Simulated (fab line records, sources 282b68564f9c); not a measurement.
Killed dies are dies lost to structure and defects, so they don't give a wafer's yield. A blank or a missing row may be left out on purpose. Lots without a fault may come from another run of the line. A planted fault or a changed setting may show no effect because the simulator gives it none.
Chamber matching | flow rit_cmos | RIT_M1_STRIP_13 on wet_bench-03: 4 sister chambers
The step strips in nmp, time 600 s. 4 wafers are shown with their chamber, then 7 later ones without.

WAFERS WITH THEIR CHAMBER
wafer  | chamber | bath_guard_temp_C (C)
L227.6 | 2       | 80.7
L228.6 | 3       | 80.3
L239.5 | 0       | 78.7
L241.5 | 1       | 80.6

WAFERS WITHOUT THEIR CHAMBER
wafer  | bath_guard_temp_C (C)
L241.6 | 80.9
L248.1 | 80.3
L248.4 | 80.6
L248.5 | 80.5
L249.1 | 80.3
L249.3 | 80.2
L249.5 | 80.4

WHICH CHAMBER EACH WENT THROUGH
wafer  | from the rows above          | in truth
L241.6 | can't be placed: 2 or 1      | 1
L248.1 | 3                            | 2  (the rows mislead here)
L248.4 | can't be placed: 1 or 2      | 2
L248.5 | can't be placed: 1 or 2 or 3 | 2
L249.1 | 3                            | 3
L249.3 | 3                            | 3
L249.5 | can't be placed: 3 or 1 or 2 | 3
Placed correctly: 2 of 7. Can't be placed from these rows: 4 (the true chamber is among the candidates in 4). Placed wrongly: 1.
How it was worked out, from the rows above alone: a wafer's distance from a chamber is the root of the sum, over the readings, of the square of ((its reading less the chamber's mean) divided by the reading's scatter). The wafer belongs to the nearest chamber; if the next one is less than 2 further off, it can't be placed. A chamber's mean is the mean of its shown wafers. The scatter: with one shown wafer a chamber, the root of the mean of the squares of how far each hidden wafer lies from its nearest shown one.
